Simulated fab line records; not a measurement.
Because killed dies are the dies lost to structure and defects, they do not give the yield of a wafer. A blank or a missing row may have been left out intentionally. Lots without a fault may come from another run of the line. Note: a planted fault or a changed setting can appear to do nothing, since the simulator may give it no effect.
Struck lot and sound lot, side by side / flow ritCmos / 44 out of 202 route steps
Sound: these wafers, L715.1, L715.2, L715.5. The struck wafers were L721.1, L721.3, L721.5. Last of all comes the cause.
At each step with rows: each side's tool, then ch and its chambers, then its first start. Under that, the readings that differ: sound wafers / struck wafers / difference of the means / sigmas: that difference in standard deviations of wafers without a fault.
alike: readings whose means differ by less than 2 such deviations, and words and numbers that are the same on both sides. not compared: withheld readings, readings that some wafer has no value for, bounds like >300 that may hide the same value, and numbers for which the record gives no deviation and whose values overlap.
Wherever a step has rows on one side only, a row that says differs or no value, or a row with sigmas, the two part there. Numbers that have no deviation but don't overlap get no sigmas and don't part them. A reading missing from all wafers of one side parts the sides only when that side holds two or more wafers.

first, 3 steps without rows for these wafers: RIT_REOX_CLEAN_01 (cleans in dHF, time 30 s); RIT_REOX_CLEAN_02 (cleans in SC2, time 600 s); RIT_REOX_OXIDATION_03 (target thk 25.2 nm, ox time 5580 s).
RIT_REOX_THK_MEAS_04:
  sound on filmMetro-02, day 4 18:35; struck on filmMetro-04, day 6 00:37
  alike: REOX_OXIDE_THK
then, 6 steps without rows for these wafers: RIT_NLDD_HMDS_00 (prime time 60 s); RIT_NLDD_COAT_01 (resist thk 1000 nm); RIT_NLDD_SOFTBAKE_02 (time 60 s); RIT_NLDD_EXPOSE_03 (exposes mask M7, target cd 40700 nm); RIT_NLDD_PEB_04; RIT_NLDD_DEVELOP_05 (develop time 50 s).
RIT_NLDD_OVL_MEAS_06:
  sound on overlay-01, day 4 19:29; struck on overlay-02, day 6 01:38
  alike: NLDD_OVL
then, 1 step without rows for these wafers: RIT_NLDD_HARDBAKE_07 (time 60 s).
RIT_NLDD_IMPLANT_08:
  sound on implanter-04 ch 0, day 4 19:40; struck on implanter-04 ch 0, day 6 01:50
reading=doseIonsCm2; sound=5.005e+14 5.009e+14 5.008e+14; struck=4.604e+14 4.595e+14 4.597e+14; difference=-4.087e+13; sigmas=-76
reading=faradayCurrentUA; sound=1617 1562 1585; struck=1442 1469 1401; difference=-151; sigmas=-5
RIT_NLDD_STRIP_09: strips in O2, time 180 s.
  sound on plasmaAsher-01 ch 0,1, day 4 19:49; struck on plasmaAsher-04 ch 0, day 6 01:59
  alike: chamberPressureMTorr, drypumpMotorCurrentA
  not compared: rfHoursCounterH
RIT_NLDD_TW_MEAS_10:
  sound on filmMetro-03, day 4 20:00; struck on filmMetro-02, day 6 02:10
reading=NLDD_TW; sound=2492 2482 2482; struck=2410 2392 2398; difference=-85; sigmas=-6
then, 6 steps without rows for these wafers: RIT_PLDD_HMDS_00 (prime time 60 s); RIT_PLDD_COAT_01 (resist thk 1000 nm); RIT_PLDD_SOFTBAKE_02 (time 60 s); RIT_PLDD_EXPOSE_03 (exposes mask M8, target cd 40900 nm); RIT_PLDD_PEB_04; RIT_PLDD_DEVELOP_05 (develop time 50 s).
RIT_PLDD_OVL_MEAS_06:
  sound on overlay-01, day 4 20:55; struck on overlay-01, day 6 03:11
  alike: PLDD_OVL
then, 2 steps without rows for these wafers: RIT_PLDD_HARDBAKE_07 (time 60 s); RIT_PLDD_IMPLANT_08.
RIT_PLDD_STRIP_09: strips in O2, time 180 s.
  sound on plasmaAsher-03 ch 0,1, day 4 21:14; struck on plasmaAsher-04 ch 0,1, day 6 03:32
  alike: chamberPressureMTorr, drypumpMotorCurrentA
  not compared: rfHoursCounterH
RIT_PLDD_TW_MEAS_10:
  sound on filmMetro-01, day 4 21:25; struck on filmMetro-01, day 6 03:42
  alike: PLDD_TW
then, 4 steps without rows for these wafers: RIT_SPACER_CLEAN_00 (cleans in SC1, time 600 s); RIT_SPACER_CLEAN_01 (cleans in dHF, time 30 s); RIT_SPACER_CLEAN_02 (cleans in SC2, time 600 s); RIT_SPACER_CVD_03 (deposits Si3N4 from SiH2Cl2/NH3, target thk 250 nm, time 3300 s).
RIT_SPACER_THK_MEAS_04:
  sound on filmMetro-03, day 4 23:47; struck on filmMetro-01, day 6 06:04
  alike: SPACER_NITRIDE_THK
RIT_SPACER_ETCHBACK_05: etches Si3N4 in SF6/CHF3, stops on SiO2, target depth 250 nm, time 240 s.
  sound on rieDiel-03 ch 1,3, day 4 23:51; struck on rieDiel-02 ch 0,1,2, day 6 06:07
  alike: SF6_flow_sccm, chamberPressureMTorr, drypumpMotorCurrentA, oesProductAu, throttleValvePct
  not compared: rfHoursCounterH
then, 6 steps without rows for these wafers: RIT_NSD_HMDS_00 (prime time 60 s); RIT_NSD_COAT_01 (resist thk 1000 nm); RIT_NSD_SOFTBAKE_02 (time 60 s); RIT_NSD_EXPOSE_03 (exposes mask M9, target cd 40700 nm); RIT_NSD_PEB_04; RIT_NSD_DEVELOP_05 (develop time 50 s).
RIT_NSD_OVL_MEAS_06:
  sound on overlay-01, day 5 00:51; struck on overlay-01, day 6 07:15
  alike: NSD_OVL
then, 2 steps without rows for these wafers: RIT_NSD_HARDBAKE_07 (time 60 s); RIT_NSD_IMPLANT_08.
RIT_NSD_STRIP_09: strips in O2, time 180 s.
  sound on plasmaAsher-04 ch 0,1, day 5 01:12; struck on plasmaAsher-01 ch 0,1, day 6 07:35
  alike: chamberPressureMTorr, drypumpMotorCurrentA
  not compared: rfHoursCounterH
RIT_SDANNEAL_RS_MEAS_07: the measuring method here is four-point-probe.
  sound on filmMetro-03, day 5 03:49; struck on filmMetro-03, day 6 10:01
reading=NLDD_RS (ohm/sq); sound=150.5 151.2 151.6; struck=161.6 160.8 160.7; difference=+9.9; sigmas=+17
RIT_M1_PROBE_99:
  sound on prober-02, day 5 11:18; struck on prober-02, day 6 19:40
reading=killed_at_M0_to_M3; sound=0 0 0; struck=0 1 0; difference=+0; sigmas=+2
reading=model.etest.nmos_0p15.rOnOhmUm; sound=1104 1122 1112; struck=1255 1240 1240; difference=+132; sigmas=
reading=model.etest.nldd.rsOhmSq; sound=369.9 373.9 363.9; struck=444.4 430.3 431.1; difference=+66.0; sigmas=
reading=model.etest.nmosTurned.driveUaUm; sound=318.1 313.6 319; struck=261.7 270 272.5; difference=-48.8; sigmas=
reading=model.etest.nldd.lineOhmUm; sound=117.1 117.4 114.2; struck=140.4 137.5 136.3; difference=+21.8; sigmas=
reading=model.etest.nmosTurned.isubLog10AUm; sound=-7.097 -7.224 -7.129; struck=-7.339 -7.288 -7.231; difference=-0.136; sigmas=
reading=model.etest.nmosTurned.overlapFfUm; sound=0.3683 0.3622 0.3711; struck=0.3256 0.3352 0.3305; difference=-0.0368; sigmas=
reading=model.etest.nmos_0p15.overlapFfUm; sound=0.2413 0.24 0.2428; struck=0.2146 0.2199 0.217; difference=-0.0242; sigmas=
  alike: killedAtContacts, killedAtFrontEnd, killedDies, killedOpen, killedShort

## WHERE THEY PART
At RIT_NLDD_IMPLANT_08 first; at RIT_M1_PROBE_99 last (within this record only).

WHY: what had been put in by the simulator
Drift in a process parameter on implanter-04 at RIT_NLDD_IMPLANT_08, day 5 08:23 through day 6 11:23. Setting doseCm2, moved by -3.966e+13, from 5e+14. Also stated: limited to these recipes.
